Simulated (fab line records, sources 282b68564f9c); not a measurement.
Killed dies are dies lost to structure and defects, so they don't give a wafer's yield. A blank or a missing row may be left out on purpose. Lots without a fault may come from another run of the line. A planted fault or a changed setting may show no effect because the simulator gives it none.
Which tool did it? | flow rit_cmos | 14 lots, 42 wafers sampled, at 3 steps of a route of 202

WHAT THE GAUGES READ, wafer by wafer
RIT_NLDD_TW_MEAS_10. Usual: NLDD_TW 2495, standard deviation 20.
lot  | measured    | on            | NLDD_TW        | flag
L809 | day 3 01:02 | film_metro-01 | 2467 2473 2470 |
L810 | day 3 09:11 | film_metro-01 | 2483 2463 2470 |
L811 | day 3 09:23 | film_metro-02 | 2527 2531 2521 |
L812 | day 3 19:04 | film_metro-01 | 2487 2469 2491 |
L813 | day 4 02:50 | film_metro-01 | 2484 2476 2488 |
L815 | day 4 05:31 | film_metro-03 | 2526 2524 2549 |
L817 | day 4 22:04 | film_metro-01 | 2483 2481 2479 |
L818 | day 5 02:50 | film_metro-03 | 2523 2516 2532 |
L819 | day 5 06:00 | film_metro-01 | 2462 2485 2487 |
L820 | day 5 12:05 | film_metro-02 | 2513 2479 2491 |
L824 | day 6 07:58 | film_metro-02 | 2274 2264 2267 | OFF
L825 | day 6 08:50 | film_metro-02 | 2494 2508 2508 |
L826 | day 7 03:12 | film_metro-02 | 2269 2270 2260 | OFF
L830 | day 7 20:13 | film_metro-01 | 2451 2472 2481 |

RIT_SDANNEAL_RS_MEAS_07: measures by four-point-probe. Usual: NLDD_RS 151.8 ohm/sq, standard deviation 0.59.
lot  | measured    | on            | NLDD_RS (ohm/sq)  | flag
L809 | day 3 08:47 | film_metro-01 | 152.6 152.8 152.2 |
L810 | day 3 18:10 | film_metro-01 | 152.7 152.6 152.1 |
L811 | day 3 17:26 | film_metro-02 | 151.5 151.7 152.5 |
L812 | day 4 05:26 | film_metro-01 | 151.4 151.3 150.8 |
L813 | day 4 11:52 | film_metro-03 | 151.5 152.0 152.0 |
L815 | day 4 14:50 | film_metro-02 | 151.6 151.9 151.7 |
L817 | day 5 09:11 | film_metro-02 | 152.7 152.8 153.0 |
L818 | day 5 12:10 | film_metro-03 | 151.5 151.4 151.5 |
L819 | day 5 14:58 | film_metro-03 | 150.6 149.8 150.5 |
L820 | day 5 22:59 | film_metro-02 | 151.7 152.5 152.3 |
L824 | day 6 23:19 | film_metro-03 | 156.8 158.0 157.3 | OFF
L825 | day 6 23:31 | film_metro-02 | 151.3 151.4 151.7 |
L826 | day 7 11:20 | film_metro-03 | 156.8 156.7 156.9 | OFF
L830 | day 8 05:07 | film_metro-01 | 152.7 152.6 152.0 |

WHICH TOOL RAN EACH LOT (tool, then ch and the chambers of the sampled wafers, then the start)
lot  | RIT_NLDD_IMPLANT_08
L809 | implanter-04 ch 0, day 3 00:44
L810 | implanter-02 ch 0, day 3 08:52
L811 | implanter-04 ch 0, day 3 09:05
L812 | implanter-03 ch 0, day 3 18:46
L813 | implanter-03 ch 0, day 4 02:33
L815 | implanter-03 ch 0, day 4 05:13
L817 | implanter-03 ch 0, day 4 21:44
L818 | implanter-02 ch 0, day 5 02:31
L819 | implanter-04 ch 0, day 5 05:41
L820 | implanter-04 ch 0, day 5 11:47
L824 | implanter-03 ch 0, day 6 07:40
L825 | implanter-02 ch 0, day 6 08:31
L826 | implanter-03 ch 0, day 7 02:53
L830 | implanter-04 ch 0, day 7 19:56
- RIT_NLDD_IMPLANT_08

WHAT THE TOOLS THEMSELVES READ (means of the sampled wafers that have a number; where no wafer has one, the mark that the record gives instead)
RIT_NLDD_IMPLANT_08. Usual: beam_energy_keV 20.000, standard deviation 0.0064.
lot  | tool         | beam_energy_keV | flag
L809 | implanter-04 | 19.997          |
L810 | implanter-02 | 20.006          |
L811 | implanter-04 | 20.008          |
L812 | implanter-03 | 20.001          |
L813 | implanter-03 | 19.999          |
L815 | implanter-03 | 20.006          |
L817 | implanter-03 | 19.992          |
L818 | implanter-02 | 19.999          |
L819 | implanter-04 | 20.000          |
L820 | implanter-04 | 19.996          |
L824 | implanter-03 | 13.994          | OFF
L825 | implanter-02 | 19.997          |
L826 | implanter-03 | 14.008          | OFF
L830 | implanter-04 | 19.998          |

THE ANSWER, worked out from the rows above alone
Rule: a lot is off if the mean of its wafers that have a number lies more than 3 standard deviations from the usual mean. A lot without any number at a reading at which 4 lots or more have one is off too. The other lots that the step has rows for count as sound. The gauges are gone through in route order, then the tools' own readings, and for those a lot's mean is taken as printed above. The first step at which some lot is off is used, and at that step the reading that is off furthest; a lot without a number counts as furthest.
Off: L824, L826, at RIT_NLDD_TW_MEAS_10 (NLDD_TW).
A tool fits if, at a process step before that reading, it ran every lot that is off, and no sound lot after the first of them. The gauges at RIT_NLDD_TW_MEAS_10 aren't tried: what is off there is off at RIT_SDANNEAL_RS_MEAS_07 too, on other tools, and a gauge's error can't cause that. One fits: implanter-03 at RIT_NLDD_IMPLANT_08. Its last sound lot is L817 (day 4 21:44), its first lot that is off L824 (day 6 07:40): a fault that began between those two fits.
The tool's own readings at RIT_NLDD_IMPLANT_08 bear it out: on the lots that are off they differ by more than 5 times the standard deviation of the sound lots' means. beam_energy_keV reads 14.001 there against 20.000 on the sound lots.

WHAT THE SIMULATOR HAD PUT IN
Process parameter drift: implanter-03, from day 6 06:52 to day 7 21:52, at RIT_NLDD_IMPLANT_08. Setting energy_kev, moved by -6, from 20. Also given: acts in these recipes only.
Lots struck among those shown: L824, L826. The rule above found the same.
